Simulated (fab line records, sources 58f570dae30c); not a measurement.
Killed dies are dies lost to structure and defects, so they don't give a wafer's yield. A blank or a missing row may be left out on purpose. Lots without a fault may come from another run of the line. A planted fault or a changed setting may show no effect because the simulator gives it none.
Split-lot experiment | flow berkeley_cmos170 | 5 lots, 23 wafers read, on a route of 331 steps

THE SPLIT
At UCB170_M2_COAT_05 (resist thk 900 nm), the setting resist_thk_nm was moved away from the recipe's 900 nm on 10 of the 23 wafers read, by -5.8% to +4.5%. The other wafers ran this setting at the recipe's value.

The reading is taken at the split's own step.

THE READING
KrF_of_M2_COAT_05.thk_nm (the simulator's own value, which no gauge read), in nm, at UCB170_M2_COAT_05 (resist thk 900 nm). The file gives no usual value for it. The 13 wafers here that ran the recipe average 901.8 nm, standard deviation 1.4 nm.

wafer  | tool, chamber at the split | resist_thk_nm as run, nm | against the recipe | KrF_of_M2_COAT_05.thk_nm, nm | against lot-mates on the recipe
L077.1 | litho_track-04, 0          | 900                      | recipe             | 901.1                        | -
L077.2 | litho_track-04, 0          | 847.5                    | -5.8%              | 850.6                        | -50.6
L077.3 | litho_track-04, 0          | 900                      | recipe             | 899.7                        | -
L077.4 | litho_track-04, 0          | 847.5                    | -5.8%              | 848.7                        | -52.5
L077.6 | litho_track-04, 0          | 900                      | recipe             | 902.9                        | -
L080.1 | litho_track-04, 0          | 900                      | recipe             | 901.6                        | -
L080.2 | litho_track-04, 0          | 900                      | recipe             | 899.1                        | -
L080.6 | litho_track-04, 0          | 900                      | recipe             | 902.5                        | -
L082.1 | litho_track-04, 0          | 900                      | recipe             | 900.9                        | -
L082.3 | litho_track-04, 0          | 874.8                    | -2.8%              | 880                          | -21.8
L082.4 | litho_track-04, 0          | 874.8                    | -2.8%              | 879.5                        | -22.3
L082.5 | litho_track-04, 0          | 874.8                    | -2.8%              | 879.4                        | -22.4
L082.6 | litho_track-04, 0          | 900                      | recipe             | 902.8                        | -
L085.1 | litho_track-03, 0          | 900                      | recipe             | 903.5                        | -
L085.2 | litho_track-03, 0          | 940.9                    | +4.5%              | 941.2                        | +37.9
L085.3 | litho_track-03, 0          | 940.9                    | +4.5%              | 942.9                        | +39.6
L085.4 | litho_track-03, 0          | 900                      | recipe             | 902.6                        | -
L085.6 | litho_track-03, 0          | 900                      | recipe             | 903.9                        | -
L084.1 | litho_track-04, 0          | 927.5                    | +3.1%              | 932.3                        | +30.8
L084.2 | litho_track-04, 0          | 900                      | recipe             | 901                          | -
L084.4 | litho_track-04, 0          | 927.5                    | +3.1%              | 929.3                        | +27.8
L084.5 | litho_track-04, 0          | 927.5                    | +3.1%              | 927.9                        | +26.4
L084.6 | litho_track-04, 0          | 900                      | recipe             | 901.9                        | -

THE FIT
A straight line over all 23 wafers: KrF_of_M2_COAT_05.thk_nm changes by +8.81 nm for each +1% of resist_thk_nm; r = +1.00; the points scatter about the line by 1.7 nm.
The same after taking each lot's own level away (the mean of its wafers on the recipe; 23 wafers): +8.71 nm for each +1%; r = +1.00; scatter 1.6 nm.
On that fit, the largest move of resist_thk_nm shifts the reading by 51 nm.
The lots' own levels span 901.07 to 903.33 nm, that is 1.7 times the standard deviation above.
So the lot-to-lot level changes the slope little: the two slopes agree.
Check: with one of the wafers moved furthest among these (-5.8%) left out of the fit, the line predicts -50.4 nm for it against its lot-mates. It came out at -50.6 nm against them.

OTHER SPLITS ON THESE WAFERS
These wafers also went through other splits before the reading. Each is held against what the fit with the lots' levels taken away leaves over:
other split on the same wafers | wafers away from the commonest value | r with KrF_of_M2_COAT_05.thk_nm (lot level and that fit taken away)
UCB170_V1_EXPOSE_09 dose_mj    | 9                                    | +0.36

THE WHOLE CHAIN: every reading that the file lists as answering this split, in the file's order
step               | what it does      | reading                                                                   | change (the file's fit)              | r (the file's)
UCB170_M2_COAT_05  | resist thk 900 nm | KrF_of_M2_COAT_05.thk_nm (the simulator's own value, which no gauge read) | +8.71 nm for each +1% of the setting | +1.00
UCB170_M2_STRIP_07 | strips in O2      | strip_time_to_endpoint_s                                                  | withheld for each +1% of the setting | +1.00

THE FILE'S OWN FIT
KrF_of_M2_COAT_05.thk_nm changes by +8.71 nm for each +1% of resist_thk_nm, r = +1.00.
